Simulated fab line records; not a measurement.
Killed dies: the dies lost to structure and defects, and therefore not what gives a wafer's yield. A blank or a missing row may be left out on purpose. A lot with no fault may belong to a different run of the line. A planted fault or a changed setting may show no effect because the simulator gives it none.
The same fault as seen by 2 desks ; flow rit_cmos ; numbers are kept per desk, each desk with only its own; the story behind them comes last

## AT THE METROLOGY DESK
Means of the sampled wafers that have a number, per lot and without regard to the tool the lot ran on: this is what the gauges read. The brackets show how far a lot's mean lies from the usual mean; more than 4 standard deviations puts the lot out of limits, marked OUT.
Columns: A = PSD_OVL at RIT_PSD_OVL_MEAS_06, usual 0.5 nm; B = PSD_TW at RIT_PSD_TW_MEAS_10, usual 3436
lot;first seen here;A;B
L666;day 3 05:01;-1.4;3406
L668;day 3 19:13;2.0;3418
L669;day 3 22:14;-1.0;3405
L670;day 4 05:03;2.3;3416
L671;day 4 08:08;-0.5;3420
L672;day 4 14:02;-1.0;3471
L679;day 5 22:21;2.4;3423
L680;day 6 04:47;1.3;3466
L682;day 6 10:02;-0.2;3483
L684;day 7 01:22;1.0;3409
L685;day 7 05:12;2.5;3411
L687;day 7 16:01;0.1;3463
L688;day 7 20:19;0.4;3419
L689;day 7 21:07;-0.8;3447
This desk's finding: nothing out of limits on any of the 14 lots.

## FOR THE TOOL OWNER'S DESK: iline_stepper-01
The tool's own readings at RIT_M1_EXPOSE_06 (exposes mask M12, target cd 2600 nm): means of the sampled wafers that have a number, for each lot that ran on this tool. The brackets show how far a lot's mean lies from the usual mean; more than 4 standard deviations puts the lot out of limits, marked OUT.
Columns: A = exposure_dose_mJ_cm2 at RIT_M1_EXPOSE_06, usual 249.96; B = focus_offset_nm at RIT_M1_EXPOSE_06, usual 0.1 nm
lot;first seen here;A;B
L669;day 4 03:49;249.79;0.2
L679;day 6 04:01;249.78;0.1
L682;day 6 15:56;250.34;-0.7
L687;day 7 21:19;249.91;0.8
L688;day 8 01:39;250.08;-0.3
L689;day 8 02:35;249.90;0.1
This desk's finding: nothing out of limits on any of the 6 lots.

## ALL TOGETHER
Nothing out of limits was seen by the metrology desk.
The tool owner's desk saw nothing out of limits.

## WHAT WAS PUT IN BY THE SIMULATOR
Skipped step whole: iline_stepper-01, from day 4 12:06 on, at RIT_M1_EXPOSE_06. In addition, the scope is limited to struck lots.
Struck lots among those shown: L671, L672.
